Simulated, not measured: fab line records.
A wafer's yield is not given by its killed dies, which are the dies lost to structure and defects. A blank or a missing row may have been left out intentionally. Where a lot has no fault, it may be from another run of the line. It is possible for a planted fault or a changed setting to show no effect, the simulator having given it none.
Which tool is to blame? | flow rit cmos | 15 lots, 45 wafers sampled, at 3 steps of a route of 202

WHAT EACH GAUGE READ, for each wafer
RIT_ACTIVE_BOW_MEAS_00.
lot  | measured    | on            | INCOMING_BOW (um)
L824 | day 1 10:00 | film metro-01 | -4 -12 7
L825 | day 1 15:00 | film metro-03 | 16 3 1
L826 | day 1 20:00 | film metro-01 | 6 6 -10
L827 | day 2 01:00 | film metro-01 | 6 -1 2
L830 | day 2 16:01 | film metro-04 | -1 -1 -2
L832 | day 3 02:00 | film metro-03 | 3 8 5
L833 | day 3 07:02 | film metro-03 | 3 2 0
L834 | day 3 12:00 | film metro-01 | 4 2 -3
L835 | day 3 17:01 | film metro-03 | 7 -6 3
L836 | day 3 22:04 | film metro-01 | 2 -1 -2
L837 | day 4 03:04 | film metro-01 | 7 3 0
L840 | day 4 18:01 | film metro-04 | 8 -10 -3
L841 | day 4 23:00 | film metro-04 | -6 2 -2
L842 | day 5 04:02 | film metro-03 | -8 2 19
L845 | day 5 19:00 | film metro-04 | 3 5 -4

RIT_GATE_THK_MEAS_09.
lot  | measured    | on            | GATE_POLY_THK (nm)
L824 | day 2 11:38 | film metro-01 | 253.1 252.0 250.5
L825 | day 2 17:34 | film metro-01 | 249.8 246.7 247.5
L826 | day 2 21:29 | film metro-02 | 252.5 252.4 252.1
L827 | day 3 02:51 | film metro-01 | 251.2 251.2 252.0
L830 | day 3 17:40 | film metro-03 | 249.6 250.2 248.0
L832 | day 4 04:28 | film metro-01 | 248.3 248.5 250.0
L833 | day 4 08:17 | film metro-02 | 248.1 246.6 248.1
L834 | day 4 13:33 | film metro-01 | 251.6 253.0 252.5
L835 | day 4 17:58 | film metro-01 | 249.3 252.9 250.6
L836 | day 5 01:10 | film metro-02 | 250.7 251.4 250.4
L837 | day 5 04:19 | film metro-01 | 250.8 251.3 251.3
L840 | day 5 19:33 | film metro-03 | 249.7 248.0 249.6
L841 | day 6 02:02 | film metro-03 | 250.5 250.1 249.0
L842 | day 6 05:40 | film metro-03 | 251.5 253.3 251.7
L845 | day 6 20:28 | film metro-03 | 254.4 253.2 255.2

RIT_GATE_OVL_MEAS_17.
lot  | measured    | on         | GATE_OVL (nm)
L824 | day 2 12:54 | overlay-01 | -1.3 -2.1 -0.5
L825 | day 2 18:36 | overlay-02 | -2.3 -2.8 -2.2
L826 | day 2 22:38 | overlay-02 | -1.4 -1.4 0.3
L827 | day 3 04:24 | overlay-01 | -1.3 -0.3 0.1
L830 | day 3 18:52 | overlay-02 | -1.7 -1.2 0.9
L832 | day 4 05:30 | overlay-02 | -0.2 -0.5 0.8
L833 | day 4 09:34 | overlay-01 | -2.0 -2.4 -2.0
L834 | day 4 14:40 | overlay-01 | -0.8 -1.1 0.3
L835 | day 4 19:07 | overlay-02 | -0.4 -1.5 -0.8
L836 | day 5 02:11 | overlay-01 | -1.1 -2.5 0.7
L837 | day 5 05:28 | overlay-02 | -1.7 -0.6 -1.4
L840 | day 5 20:35 | overlay-01 | -1.5 -2.7 -1.1
L841 | day 6 03:04 | overlay-01 | -1.0 0.2 -1.5
L842 | day 6 06:43 | overlay-02 | -3.3 -1.4 -2.5
L845 | day 6 21:49 | overlay-02 | 1.0 0.3 0.7

WHICH TOOL RAN EACH LOT (tool, then ch and the chambers of the sampled wafers, then the start)
The record shows no process step preceding these readings.

WHAT THE TOOLS THEMSELVES READ (means of the sampled wafers that have a number; where no wafer has one, the mark that the record gives instead)
The record holds no such reading with a usual standard deviation.

THE ANSWER, worked out from the rows above alone
Rule: the lots themselves supply what counts as usual. Put in order of their means at a reading, lots are off if they are a third of the lots or fewer, leave a main group of 4 or more, and stand apart from it by a gap of 3 or more times the standard deviation of the main group's means; of several such gaps the widest counts. Not used: any main group whose means are identical at the precision the tables above print for the reading. A lot without any number at a reading at which 4 lots or more have one is off too. All remaining lots with rows at the step are treated as sound. The gauges are gone through in route order, then the tools' own readings, and for those a lot's mean is taken as printed above. At the first step where some lot is off, the reading lying furthest off is the one used; lots without a number count as furthest.
No lot is off at any reading shown: from this, nothing can be told.

WHAT THE SIMULATOR PUT IN
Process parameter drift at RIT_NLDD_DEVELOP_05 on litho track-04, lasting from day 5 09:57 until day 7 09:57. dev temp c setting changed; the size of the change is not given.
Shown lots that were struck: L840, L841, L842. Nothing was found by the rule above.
